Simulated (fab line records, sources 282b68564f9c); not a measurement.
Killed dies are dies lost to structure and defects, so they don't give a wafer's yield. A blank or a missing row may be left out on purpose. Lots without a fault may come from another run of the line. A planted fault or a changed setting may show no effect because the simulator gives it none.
A struck lot beside a sound one | flow rit_cmos | 43 steps out of a route of 202
Sound: wafers L404.1, L404.2, L404.5. Struck: wafers L417.2, L417.4, L417.5. The cause comes at the end.
At each step with rows: each side's tool, then ch and its chambers, then its first start. Under that, the readings that differ: sound wafers | struck wafers | difference of the means | sigmas: that difference in standard deviations of wafers without a fault.
alike: readings whose means differ by less than 2 such deviations, and words and numbers that are the same on both sides. not compared: withheld readings, readings that some wafer has no value for, bounds like >300 that may hide the same value, and numbers for which the record gives no deviation and whose values overlap.
The two part at a step that has a row with sigmas, a row that says differs or no value, or rows on one side only. Numbers that don't overlap but have no deviation are shown without sigmas and don't part them. A reading that every wafer of one side lacks parts them only if that side has two wafers or more.

first, 2 steps without rows for these wafers: RIT_SDANNEAL_CLEAN_01 (cleans in dHF, time 30 s); RIT_SDANNEAL_CLEAN_02 (cleans in SC2, time 600 s).
RIT_SDANNEAL_RTA_03: time 5 s.
  sound on rtp_anneal-01 ch 0, day 4 00:47; struck on rtp_anneal-02 ch 0, day 7 14:14
  alike: anneal_temp_c_max, chamber_o2_ppm, wafer_temp_C_max
RIT_SDANNEAL_RS_MEAS_04: measures by four-point-probe.
  sound on film_metro-02, day 4 00:51; struck on film_metro-01, day 7 14:19
  alike: PSD_RS
RIT_SDANNEAL_RS_MEAS_05: measures by four-point-probe.
  sound on film_metro-02, day 4 00:58; struck on film_metro-01, day 7 14:26
  alike: NSD_RS
RIT_SDANNEAL_RS_MEAS_06: measures by four-point-probe.
  sound on film_metro-02, day 4 01:05; struck on film_metro-01, day 7 14:33
  alike: PLDD_RS
RIT_SDANNEAL_RS_MEAS_07: measures by four-point-probe.
  sound on film_metro-02, day 4 01:13; struck on film_metro-01, day 7 14:40
  alike: NLDD_RS
then, 1 step without rows for these wafers: RIT_SILICIDE_WET_ETCH_00 (etches SiO2 in BOE, target depth 14 nm, time 15 s).
RIT_SILICIDE_SPUTTER_01: material Ti, target thk 30 nm, time 240 s.
  sound on pvd_sputter-04, day 4 01:20; struck on pvd_sputter-04, day 7 14:47
  alike: throttle_valve_pct
RIT_SILICIDE_RS_MEAS_02: measures by four-point-probe.
  sound on film_metro-01, day 4 01:29; struck on film_metro-03, day 7 14:57
  alike: SILICIDE_TI_RS
RIT_SILICIDE_THK_MEAS_03: measures by xrf.
  sound on film_metro-01, day 4 01:37; struck on film_metro-03, day 7 15:04
  alike: SILICIDE_TI_THK
RIT_SILICIDE_RTA_04: time 10 s, ramp up 5 s, ramp down 5 s.
  sound on rtp_anneal-02 ch 0, day 4 01:40; struck on rtp_anneal-01 ch 0, day 7 15:07
  alike: anneal_temp_c_max, chamber_o2_ppm, wafer_temp_C_max
RIT_SILICIDE_WET_ETCH_05: etches Ti in SPM, time 120 s.
  sound on wet_bench-04 ch 1, day 4 01:44; struck on wet_bench-04 ch 0, day 7 15:11
RIT_SILICIDE_RTA_06: time 10 s, ramp up 5 s, ramp down 10 s.
  sound on rtp_anneal-01 ch 0, day 4 01:47; struck on rtp_anneal-02 ch 0, day 7 15:14
  reading          | sound             | struck            | difference | sigmas
  wafer_temp_C_max | 755.9 754.3 753.8 | 752.6 752.6 753.4 | -1.8       | -2
  alike: anneal_temp_c_max, chamber_o2_ppm
then, 1 step without rows for these wafers: RIT_CONTACT_CVD_00 (deposits SiO2 from TEOS, target thk 400 nm, time 61 s).
RIT_CONTACT_THK_MEAS_01:
  sound on film_metro-01, day 4 01:54; struck on film_metro-03, day 7 15:20
  alike: CONTACT_TEOS_THK
then, 6 steps without rows for these wafers: RIT_CONTACT_HMDS_02 (prime time 60 s); RIT_CONTACT_COAT_03 (resist thk 1000 nm); RIT_CONTACT_SOFTBAKE_04 (time 60 s); RIT_CONTACT_EXPOSE_05 (exposes mask M11, target cd 1000 nm); RIT_CONTACT_PEB_06; RIT_CONTACT_DEVELOP_07 (develop time 120 s).
RIT_CONTACT_CD_MEAS_08: target cd 1000 nm.
  sound on cd_sem-02, day 4 02:58; struck on cd_sem-01, day 7 16:31
  alike: cd_nm
RIT_CONTACT_OVL_MEAS_09:
  sound on overlay-02, day 4 03:05; struck on overlay-02, day 7 16:37
  alike: CONTACT_OVL
then, 3 steps without rows for these wafers: RIT_CONTACT_HARDBAKE_10 (time 60 s); RIT_CONTACT_ETCH_11 (etches SiO2 in CHF3/CF4/Ar, stops on TiSi2, target depth 480 nm, time 320 s); RIT_CONTACT_STRIP_12 (strips in O2, time 175.2 s).
RIT_CONTACT_CD_MEAS_90: target cd 1000 nm.
  sound on cd_sem-02, day 4 03:44; struck on cd_sem-01, day 7 17:29
  alike: cd_nm
then, 2 steps without rows for these wafers: RIT_CONTACT_CLEAN_13 (cleans in SC1, time 600 s); RIT_CONTACT_CLEAN_14 (cleans in SC2, time 600 s).
RIT_M1_SPUTTER_00: material Al, target thk 400 nm, time 500 s.
  sound on pvd_sputter-03, day 4 04:13; struck on pvd_sputter-01, day 7 17:56
  alike: throttle_valve_pct
RIT_M1_RS_MEAS_01: measures by four-point-probe.
  sound on film_metro-04, day 4 04:31; struck on film_metro-02, day 7 18:14
  alike: M1_AL_RS
RIT_M1_THK_MEAS_02: measures by xrf.
  sound on film_metro-04, day 4 04:38; struck on film_metro-02, day 7 18:21
  alike: M1_AL_THK
then, 6 steps without rows for these wafers: RIT_M1_HMDS_03 (prime time 60 s); RIT_M1_COAT_04 (resist thk 1300 nm); RIT_M1_SOFTBAKE_05 (time 60 s); RIT_M1_EXPOSE_06 (exposes mask M12, target cd 2600 nm); RIT_M1_PEB_07; RIT_M1_DEVELOP_08 (develop time 68 s).
RIT_M1_CD_MEAS_09: target cd 2600 nm.
  sound on cd_sem-02, day 4 05:34; struck on cd_sem-01, day 7 19:47
  alike: cd_nm
RIT_M1_OVL_MEAS_10:
  sound on overlay-01, day 4 05:41; struck on overlay-02, day 7 19:53
  alike: M1_OVL
then, 1 step without rows for these wafers: RIT_M1_HARDBAKE_11 (time 120 s).
RIT_M1_PROBE_99:
  the record has rows for the struck wafers here (prober-02, day 7 22:39) and none for the sound ones

WHERE THEY PART
First at RIT_SILICIDE_RTA_06; last, within this record, at RIT_M1_PROBE_99.

WHY: what the simulator had put in
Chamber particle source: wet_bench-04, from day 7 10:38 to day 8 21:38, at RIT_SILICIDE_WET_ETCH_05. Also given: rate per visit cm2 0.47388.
